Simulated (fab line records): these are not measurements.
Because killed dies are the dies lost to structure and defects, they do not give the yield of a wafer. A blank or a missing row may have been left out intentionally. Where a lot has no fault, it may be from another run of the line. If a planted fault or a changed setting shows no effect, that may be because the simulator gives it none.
What tool caused it? || flow berkeley_cmos170 || 42 wafers from 14 lots sampled at 2 of the route's 331 steps

== WHAT THE GAUGES READ, wafer by wafer ==
UCB170_PWELL_THK_MEAS_03.
{"lot": "L574", "measured": "day 2 23:54", "on": "film_metro-02", "PWELL_OXIDE_THK (nm)": "26.7 26.3 26.5"}
{"lot": "L576", "measured": "day 3 21:55", "on": "film_metro-04", "PWELL_OXIDE_THK (nm)": "26.2 26.5 26.4"}
{"lot": "L575", "measured": "day 3 21:55", "on": "film_metro-01", "PWELL_OXIDE_THK (nm)": "26.0 26.0 25.9"}
{"lot": "L579", "measured": "day 4 07:01", "on": "film_metro-01", "PWELL_OXIDE_THK (nm)": "26.2 26.3 26.5"}
{"lot": "L581", "measured": "day 4 18:34", "on": "film_metro-01", "PWELL_OXIDE_THK (nm)": "27.4 27.2 27.1"}
{"lot": "L580", "measured": "day 5 02:04", "on": "film_metro-02", "PWELL_OXIDE_THK (nm)": "26.6 26.2 26.1"}
{"lot": "L584", "measured": "day 5 02:04", "on": "film_metro-01", "PWELL_OXIDE_THK (nm)": "26.3 26.5 26.1"}
{"lot": "L585", "measured": "day 5 02:07", "on": "film_metro-01", "PWELL_OXIDE_THK (nm)": "25.6 25.8 25.7"}
{"lot": "L587", "measured": "day 5 16:29", "on": "film_metro-02", "PWELL_OXIDE_THK (nm)": "26.0 26.2 26.5"}
{"lot": "L589", "measured": "day 6 06:40", "on": "film_metro-02", "PWELL_OXIDE_THK (nm)": "26.9 26.8 27.2"}
{"lot": "L590", "measured": "day 6 06:40", "on": "film_metro-01", "PWELL_OXIDE_THK (nm)": "26.6 26.4 26.3"}
{"lot": "L591", "measured": "day 6 06:44", "on": "film_metro-04", "PWELL_OXIDE_THK (nm)": "26.5 26.6 26.6"}
{"lot": "L594", "measured": "day 6 19:29", "on": "film_metro-01", "PWELL_OXIDE_THK (nm)": "25.9 26.2 25.8"}
{"lot": "L597", "measured": "day 7 18:05", "on": "film_metro-01", "PWELL_OXIDE_THK (nm)": "26.4 26.4 26.3"}

== WHICH TOOL RAN EACH LOT (tool, then ch and the chambers of the sampled wafers, then the start) ==
{"lot": "L574", "UCB170_NWELL_ETCH_13": "rie_diel-02 ch 0,1,3, day 2 13:53"}
{"lot": "L576", "UCB170_NWELL_ETCH_13": "rie_diel-02 ch 0,2,3, day 3 07:57"}
{"lot": "L575", "UCB170_NWELL_ETCH_13": "rie_diel-01 ch 1,2, day 3 08:13"}
{"lot": "L579", "UCB170_NWELL_ETCH_13": "rie_diel-01 ch 0,1,3, day 3 20:06"}
{"lot": "L581", "UCB170_NWELL_ETCH_13": "rie_diel-01 ch 0,1,2, day 4 08:52"}
{"lot": "L580", "UCB170_NWELL_ETCH_13": "rie_diel-02 ch 0,1,2, day 4 09:08"}
{"lot": "L584", "UCB170_NWELL_ETCH_13": "rie_diel-01 ch 0,2, day 4 15:22"}
{"lot": "L585", "UCB170_NWELL_ETCH_13": "rie_diel-04 ch 1,2,3, day 4 15:35"}
{"lot": "L587", "UCB170_NWELL_ETCH_13": "rie_diel-02 ch 1,2, day 5 04:08"}
{"lot": "L589", "UCB170_NWELL_ETCH_13": "rie_diel-01 ch 1,2, day 5 15:04"}
{"lot": "L590", "UCB170_NWELL_ETCH_13": "rie_diel-01 ch 0,1,3, day 5 22:55"}
{"lot": "L591", "UCB170_NWELL_ETCH_13": "rie_diel-02 ch 0,3, day 5 23:13"}
{"lot": "L594", "UCB170_NWELL_ETCH_13": "rie_diel-04 ch 0,2, day 6 10:34"}
{"lot": "L597", "UCB170_NWELL_ETCH_13": "rie_diel-01 ch 0,2,3, day 7 06:10"}
- UCB170_NWELL_ETCH_13: etches Si3N4 in CH3F/Ar/O2, stops on SiO2, target depth 246.4 nm, time 154 s.

== AS READ BY THE TOOLS THEMSELVES (means over the sampled wafers that have a number; for cases with no such wafer, the mark the record gives instead) ==
UCB170_NWELL_ETCH_13.
{"lot": "L574", "tool": "rie_diel-02", "CH3F_flow_sccm (sccm)": 20.00, "drypump_motor_current_A (A)": 5.8, "oes_product_au (a.u.)": 0.931, "throttle_valve_pct (%)": 8.04}
{"lot": "L576", "tool": "rie_diel-02", "CH3F_flow_sccm (sccm)": 20.01, "drypump_motor_current_A (A)": 5.7, "oes_product_au (a.u.)": 0.933, "throttle_valve_pct (%)": 8.08}
{"lot": "L575", "tool": "rie_diel-01", "CH3F_flow_sccm (sccm)": 19.98, "drypump_motor_current_A (A)": 5.2, "oes_product_au (a.u.)": 0.942, "throttle_valve_pct (%)": 8.06}
{"lot": "L579", "tool": "rie_diel-01", "CH3F_flow_sccm (sccm)": 19.99, "drypump_motor_current_A (A)": 5.5, "oes_product_au (a.u.)": 0.935, "throttle_valve_pct (%)": 8.05}
{"lot": "L581", "tool": "rie_diel-01", "CH3F_flow_sccm (sccm)": 19.99, "drypump_motor_current_A (A)": 5.7, "oes_product_au (a.u.)": 0.955, "throttle_valve_pct (%)": 8.00}
{"lot": "L580", "tool": "rie_diel-02", "CH3F_flow_sccm (sccm)": 20.02, "drypump_motor_current_A (A)": 5.7, "oes_product_au (a.u.)": 0.929, "throttle_valve_pct (%)": 8.12}
{"lot": "L584", "tool": "rie_diel-01", "CH3F_flow_sccm (sccm)": 19.99, "drypump_motor_current_A (A)": 6.0, "oes_product_au (a.u.)": 0.975, "throttle_valve_pct (%)": 8.02}
{"lot": "L585", "tool": "rie_diel-04", "CH3F_flow_sccm (sccm)": 19.93, "drypump_motor_current_A (A)": 5.2, "oes_product_au (a.u.)": 0.915, "throttle_valve_pct (%)": 8.07}
{"lot": "L587", "tool": "rie_diel-02", "CH3F_flow_sccm (sccm)": 19.97, "drypump_motor_current_A (A)": 5.3, "oes_product_au (a.u.)": 0.932, "throttle_valve_pct (%)": 8.16}
{"lot": "L589", "tool": "rie_diel-01", "CH3F_flow_sccm (sccm)": 20.06, "drypump_motor_current_A (A)": 5.5, "oes_product_au (a.u.)": 0.952, "throttle_valve_pct (%)": 8.11}
{"lot": "L590", "tool": "rie_diel-01", "CH3F_flow_sccm (sccm)": 20.01, "drypump_motor_current_A (A)": 5.5, "oes_product_au (a.u.)": 0.938, "throttle_valve_pct (%)": 8.06}
{"lot": "L591", "tool": "rie_diel-02", "CH3F_flow_sccm (sccm)": 19.92, "drypump_motor_current_A (A)": 5.8, "oes_product_au (a.u.)": 0.929, "throttle_valve_pct (%)": 8.02}
{"lot": "L594", "tool": "rie_diel-04", "CH3F_flow_sccm (sccm)": 20.03, "drypump_motor_current_A (A)": 5.0, "oes_product_au (a.u.)": 0.930, "throttle_valve_pct (%)": 8.03}
{"lot": "L597", "tool": "rie_diel-01", "CH3F_flow_sccm (sccm)": 19.97, "drypump_motor_current_A (A)": 5.8, "oes_product_au (a.u.)": 0.957, "throttle_valve_pct (%)": 8.09}

== THE ANSWER, worked out from the rows above alone ==
Rule: the lots themselves supply what counts as usual. Put in order of their means at a reading, lots are off if they are a third of the lots or fewer, leave a main group of 4 or more, and stand apart from it by a gap of 3 or more times the standard deviation of the main group's means; of several such gaps the widest counts. If all means in a main group match to the digits the tables above print for the reading, that group is not used. A lot without any number at a reading at which 4 lots or more have one is off too. All remaining lots with rows at the step are treated as sound. The gauges are gone through in route order, then the tools' own readings, and for those a lot's mean is taken as printed above. The first step at which some lot is off is used, and at that step the reading that is off furthest; a lot without a number counts as furthest.
None of the lots is off at any reading shown; this tells nothing.

== WHAT THE SIMULATOR PUT IN ==
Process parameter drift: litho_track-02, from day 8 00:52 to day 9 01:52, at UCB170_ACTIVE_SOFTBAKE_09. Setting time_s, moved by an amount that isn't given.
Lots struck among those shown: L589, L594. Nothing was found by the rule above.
